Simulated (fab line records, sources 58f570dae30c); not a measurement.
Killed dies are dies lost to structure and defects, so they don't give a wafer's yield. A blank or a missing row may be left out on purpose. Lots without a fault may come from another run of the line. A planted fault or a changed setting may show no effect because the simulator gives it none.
fab line records | flow berkeley_cmos170
record lots=6 wafers=18 last_day=14
route steps=331 shown M3@314
lots that met no fault: from a run of the same line without faults
start_h: hours from the record's first day to the start of the lot's first wafer shown | wait_h: hours since the lot's step before | " the same as in the row above | L1.1+2: a row that stands for several wafers | - no value, or no start given | * or withheld: withheld | < > ~ a bound
route shown NAME@n: a module of which the file shows steps, and the number in the route of the first | usual: mean/standard deviation of fault-free wafers | same: alike in all rows | chamber/n: place in a boat | sites: the reading at each site | _std_site: their standard deviation | _edge_site: outer sites' mean less inner sites' | radius_mm: how far each site lies from the wafer's centre | mask NAME#n: copy n | behind: the tool/chamber that last shaped the wafer | hold: why the lot was held/for how many hours/how that ended | device: the transistor (n, p or np) that didn't switch | end of line: the same wafers' tests at the end of the route | a step without rows: its recipe alone | killed: dies lost to structure and defects at the first sort, not the wafer's yield | map: a wafer's dies, x killed, . not, _ none there
set.NAME: the setting as run; set.NAME@STEP: as run at that earlier step | model.NAME: the simulator's own value behind a step, which no gauge read
lots at some steps of the route; a table a step, a row a wafer
services: from which hour (start_h, from the record's first day; less than 0 if before it) a tool's chamber was out of use, for how many hours, and why
## steps
# step UCB170_M3_COAT_05
# recipe resist=KrF spin_rpm=1500 resist_thk_nm=900
# step UCB170_M3_SOFTBAKE_06
# recipe resist=KrF temp_c=130 time_s=60
# step UCB170_M3_STRIP_07
# recipe chemistry=O2 power_w=400 pressure_mtorr=3500 platen_temp_c=withheld o2_flow_sccm=400 overash_fraction=0.5
# usual drypump_motor_current_A=5.8/0.56 oes_product_au=0.734/0.0051 strip_time_to_endpoint_s=22.00/0.061
# columns lot.wafer tool chamber start_h wait_h drypump_motor_current_A oes_product_au rf_hours_counter_h strip_time_to_endpoint_s
L425.1 plasma_asher-01 1 233.12 0.1 6.2 0.737 51 21.94
L425.3 " 0 " " 4.8 0.740 - 22.00
L425.4 " 1 " " 6.2 0.737 - 22.04
L427.1 plasma_asher-01 0 248.55 0.1 4.8 0.734 52 22.02
L427.3 " 1 " " 6.2 0.735 - 22.05
L427.4 " 0 " " 4.8 0.743 - 22.07
L430.1 plasma_asher-04 1 270.75 0.1 5.8 0.732 55 22.00
L430.3 " 0 " " 5.4 0.740 - 22.01
L430.5 " 1 " " 5.7 0.716 - 22.07
L431.1 plasma_asher-02 0 290.58 0.1 6.6 0.736 15 22.13
L431.2 " 1 " " 5.5 0.733 15 22.05
L431.5 " 0 " " 6.6 0.727 - 22.00
L433.2 plasma_asher-02 0 291.59 0.1 6.6 0.730 15 21.93
L433.5 " 1 " " 5.5 0.732 - 21.93
L433.6 " 0 " " 6.5 0.731 - 21.91
L438.2 plasma_asher-02 0 336.49 0.1 6.5 0.735 22 22.14
L438.3 " 1 " " 5.4 0.740 - 22.16
L438.6 " 0 " " 6.5 0.726 - 22.08
# step UCB170_M3_STRIP_08
# recipe chemistry=DMSO temp_c=80 time_s=600 material=KrF
# step UCB170_M3_COAT_09
# recipe resist=BARC temp_c=withheld time_s=withheld spin_rpm=3000 resist_thk_nm=withheld
# step UCB170_M3_COAT_10
# recipe resist=KrF spin_rpm=1500 resist_thk_nm=900
# step UCB170_M3_SOFTBAKE_11
# recipe resist=KrF temp_c=130 time_s=60
# step UCB170_M3_EXPOSE_12
# recipe mask_id=METAL3 target_cd_nm=700 na=0.5 sigma_outer=0.6 source_shape=conventional dose_mj=26
# step UCB170_M3_PEB_13
# recipe peb_temp_c=130.9 peb_time_s=withheld resist=KrF
# step UCB170_M3_DEVELOP_14
# recipe developer=TMAH develop_time_s=45 resist=KrF dev_temp_c=21
# step UCB170_M3_CD_MEAS_15
# recipe target_cd_nm=700
# usual cd_nm=700.0/1.5
# columns lot.wafer tool chamber start_h wait_h cd_nm
L425.1 cd_sem-01 - 234.24 - 700.2
L425.3 " - " " 699.4
L425.4 " - " " 700.3
L427.1 cd_sem-01 - 250.95 - 700.1
L427.3 " - " " 697.9
L427.4 " - " " 699.8
L430.1 cd_sem-02 - 271.99 - 701.0
L430.3 " - " " 701.0
L430.5 " - " " 701.0
L431.1 cd_sem-01 - 293.02 - 700.8
L431.2 " - " " 699.9
L431.5 " - " " 701.3
L433.2 cd_sem-02 - 293.65 - 699.9
L433.5 " - " " 699.9
L433.6 " - " " 700.8
L438.2 cd_sem-02 - 338.23 - 700.7
L438.3 " - " " 703.0
L438.6 " - " " 701.9
# step UCB170_M3_OVL_MEAS_16
# usual M3_OVL=-2/5.3
# columns lot.wafer tool chamber start_h wait_h M3_OVL[nm]
L425.1 overlay-01 - 234.36 0.1 -3
L425.3 " - " " -3
L425.4 " - " " -3
L427.1 overlay-01 - 251.07 0.1 3
L427.3 " - " " -3
L427.4 " - " " -3
L430.1 overlay-02 - 272.11 0.1 1
L430.3 " - " " 5
L430.5 " - " " 2
L431.1 overlay-01 - 293.14 0.1 1
L431.2 " - " " -10
L431.5 " - " " -1
L433.2 overlay-02 - 293.76 0.1 2
L433.5 " - " " -3
L433.6 " - " " -4
L438.2 overlay-01 - 338.34 0.1 -6
L438.3 " - " " -13
L438.6 " - " " -6
# step UCB170_M3_ETCH_17
# recipe chemistry=N2/H2 target_depth_a=withheld overetch_a=withheld target=BARC time_s=withheld source_w=500 bias_w=100 pressure_mtorr=30 n2_flow_sccm=100 h2_flow_sccm=200
# usual bias_w=100.02/0.29 chamber_pressure_mTorr=30.001/0.027 drypump_motor_current_A=5.7/0.36 oes_product_au=0.998/0.023 throttle_valve_pct=13.32/0.17
# columns lot.wafer tool chamber start_h wait_h bias_w chamber_pressure_mTorr drypump_motor_current_A oes_product_au throttle_valve_pct
L425.1 rie_diel-03 0 234.40 0.0 100.05 30.028 6.0 1.008 13.33
L425.3 " 2 " " 99.97 30.038 4.8 1.012 13.15
L425.4 " 3 " " 100.23 30.021 5.8 0.987 13.56
L427.1 rie_diel-03 3 251.10 0.0 99.28 29.980 5.7 0.994 13.55
L427.3 " 0 " " 99.74 29.970 6.0 1.005 13.31
L427.4 " 2 " " 100.13 30.018 4.8 1.011 13.15
L430.1 rie_diel-03 0 272.15 0.0 - - - - -
L430.3 " 2 " " - - - - -
L430.5 " 1 " " - - - - -
L431.1 rie_diel-03 2 293.18 0.0 - - - - -
L431.2 " 0 " " - - - - -
L431.5 " 2 " " - - - - -
L433.2 rie_diel-02 3 293.79 0.0 100.14 29.992 6.1 1.008 13.35
L433.5 " 2 " " 99.54 30.005 6.0 0.957 13.50
L433.6 " 1 " " 99.91 30.013 5.3 0.994 13.20
L438.2 rie_diel-04 0 338.37 0.0 99.76 29.931 5.7 0.995 12.97
L438.3 " 2 " " 100.16 30.079 6.0 1.047 13.38
L438.6 " 3 " " 100.34 30.016 5.7 1.035 13.44
# step UCB170_M3_METAL_ETCH_18
# recipe chemistry=Cl2/BCl3 target=Al stop_on=SiO2 pressure_mtorr=12 target_depth_a=11700 over_etch_frac=0.3 time_s=195 icp_w=600 bias_w=120 Cl2_flow_sccm=90 bcl3_flow_sccm=45
# usual bcl3_flow_sccm=45.01/0.12 bias_w=120.0/0.36 drypump_motor_current_A=5.4/0.38 oes_product_au=0.853/0.017 throttle_valve_pct=24.48/0.26
# same over_etch_frac=0.3
# columns lot.wafer tool chamber start_h wait_h bcl3_flow_sccm bias_w drypump_motor_current_A oes_product_au rf_hours_counter_h throttle_valve_pct
L425.1 rie_metal-01 1 234.44 - 45.17 120.2 5.0 0.846 7 24.56
L425.3 " 1 " " 44.97 119.9 4.9 0.856 - 24.54
L425.4 " 1 " " 44.97 120.0 5.0 0.847 - 24.56
L427.1 rie_metal-02 0 251.14 - 45.01 119.3 5.5 0.859 14 24.59
L427.3 " 0 " " 44.90 119.7 5.5 0.860 - 24.58
L427.4 " 1 " " 45.07 120.0 5.9 0.882 - 24.76
L430.1 rie_metal-02 1 272.19 - 45.09 120.2 5.9 0.389 4 24.99
L430.3 " 1 " " 44.83 119.7 5.9 0.385 - 25.00
L430.5 " 1 " " 45.09 120.7 5.9 0.381 - 24.99
L431.1 rie_metal-03 0 293.22 - 45.07 120.8 5.4 0.376 3 24.64
L431.2 " 1 " " 44.96 119.8 5.7 0.368 1 24.17
L431.5 " 0 " " 45.05 120.2 5.3 0.373 - 24.64
L433.2 rie_metal-01 1 293.83 - 45.00 119.7 4.9 0.836 9 24.55
L433.5 " 0 " " 45.13 120.1 4.8 0.870 - 24.64
L433.6 " 1 " " 45.12 119.7 5.0 0.838 - 24.55
L438.2 rie_metal-01 0 338.41 - 45.10 119.8 4.8 0.868 12 24.61
L438.3 " 1 " " 44.94 119.8 4.9 0.839 - 24.56
L438.6 " 1 " " 44.93 119.6 4.9 0.848 - 24.55
# step UCB170_M3_STRIP_19
# recipe chemistry=O2 power_w=400 pressure_mtorr=3500 platen_temp_c=withheld o2_flow_sccm=400 overash_fraction=0.5
# usual drypump_motor_current_A=5.8/0.51 oes_product_au=0.526/0.027
# columns lot.wafer tool chamber start_h wait_h drypump_motor_current_A oes_product_au rf_hours_counter_h
L425.1 plasma_asher-02 0 234.81 0.3 6.5 0.532 11
L425.3 " 1 " " 5.5 0.524 -
L425.4 " 0 " " 6.5 0.532 -
L427.1 plasma_asher-01 0 251.33 0.1 4.8 0.535 52
L427.3 " 0 " " 4.8 0.529 -
L427.4 " 1 " " 6.2 0.474 -
L430.1 plasma_asher-04 1 272.38 0.1 5.7 0.497 56
L430.3 " 1 " " 5.8 0.491 -
L430.5 " 0 " " 5.4 0.484 -
L431.1 plasma_asher-02 0 293.41 0.1 6.5 0.509 16
L431.2 " 1 " " 5.5 0.534 16
L431.5 " 0 " " 6.5 0.505 -
L433.2 plasma_asher-02 1 294.02 0.1 5.5 0.542 16
L433.5 " 0 " " 6.5 0.584 -
L433.6 " 1 " " 5.5 0.534 -
L438.2 plasma_asher-01 0 338.60 0.1 4.8 0.587 54
L438.3 " 1 " " 6.2 0.541 -
L438.6 " 1 " " 6.2 0.557 -
# step UCB170_M3_CD_MEAS_90
# recipe target_cd_nm=700
# usual cd_nm=701/5
# columns lot.wafer tool chamber start_h wait_h cd_nm
L425.1 cd_sem-02 - 234.91 0.1 706
L425.3 " - " " 708
L425.4 " - " " 707
L427.1 cd_sem-01 - 251.43 0.1 696
L427.3 " - " " 695
L427.4 " - " " 691
L430.1 cd_sem-02 - 272.48 0.1 -
L430.3 " - " " -
L430.5 " - " " -
L431.1 cd_sem-02 - 293.51 0.1 -
L431.2 " - " " -
L431.5 " - " " -
L433.2 cd_sem-02 - 294.49 0.4 711
L433.5 " - " " 701
L433.6 " - " " 705
L438.2 cd_sem-02 - 338.72 0.1 701
L438.3 " - " " 707
L438.6 " - " " 711
# step UCB170_M3_BOW_MEAS_20
# recipe mode=bow
# usual M3_BOW=36/6.9
# columns lot.wafer tool chamber start_h wait_h M3_BOW[um]
L425.1 film_metro-04 - 235.03 0.1 43
L425.3 " - " " 47
L425.4 " - " " 46
L427.1 film_metro-03 - 251.55 0.1 32
L427.3 " - " " 29
L427.4 " - " " 33
L430.1 film_metro-02 - 272.60 0.1 38
L430.3 " - " " 29
L430.5 " - " " 27
L431.1 film_metro-02 - 293.63 0.1 43
L431.2 " - " " 32
L431.5 " - " " 46
L433.2 film_metro-04 - 294.61 0.1 36
L433.5 " - " " 39
L433.6 " - " " 34
L438.2 film_metro-02 - 338.84 0.1 40
L438.3 " - " " 41
L438.6 " - " " 45
## services
# columns tool chamber start_h hours kind
rie_metal-01 0 209.38 44.8 repair
rie_metal-01 - 210.82 1.1 repair
rie_metal-01 - 224.60 1.4 pm
rie_diel-02 0 226.09 3.9 repair
rie_metal-03 - 229.49 28.1 pm
plasma_asher-01 - 263.73 15.1 repair
rie_diel-02 0 266.98 2.4 repair
rie_diel-04 0 272.85 2.9 repair
plasma_asher-01 - 276.76 28.4 repair
rie_diel-02 0 277.66 7.6 repair
rie_diel-02 0 285.31 - clean
rie_diel-02 0 285.31 21.7 scheduled_down
rie_diel-02 0 285.31 21.7 vent_cycle
rie_metal-03 - 291.68 1.4 pm
rie_diel-04 - 294.87 2.8 pm
plasma_asher-01 - 305.20 31.5 pm
rie_diel-03 - 310.78 15.6 pm
plasma_asher-04 - 323.24 15.2 repair
rie_diel-02 2 330.95 1.2 repair
## key
first_sign step=UCB170_M3_ETCH_17 reading=tool_record direction=missing
effect step=UCB170_M3_METAL_ETCH_18 reading=oes_product_au direction=down sigmas=28 usual=0.853 struck=0.379
effect step=UCB170_M3_CD_MEAS_90 reading=cd_nm direction=missing
model_effect step=UCB170_M3_PROBE_99 value=etest.antenna_m2.over_limit without=0 struck=1
met_at UCB170_M3_ETCH_17
struck_wafers L430.1,L430.3,L430.5,L431.1,L431.2,L431.5
later_rows_left_out L430.1,L430.3,L430.5,L431.1,L431.2,L431.5
sort_left_out L430.1,L430.3,L430.5,L431.1,L431.2,L431.5
onset_between 251.10 272.15
fault kind=skipped_step_whole tool=rie_diel-03 chamber=- onset_h=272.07 steps=UCB170_M3_ETCH_17 scope=struck_lots_only
# sort_left_out: the simulated sort isn't trusted on such a fault, so these wafers' sort isn't shown, and their yield isn't known
# later_rows_left_out: the simulator's readings of these wafers behind a module that went badly wrong aren't trusted and aren't shown, but for the sort
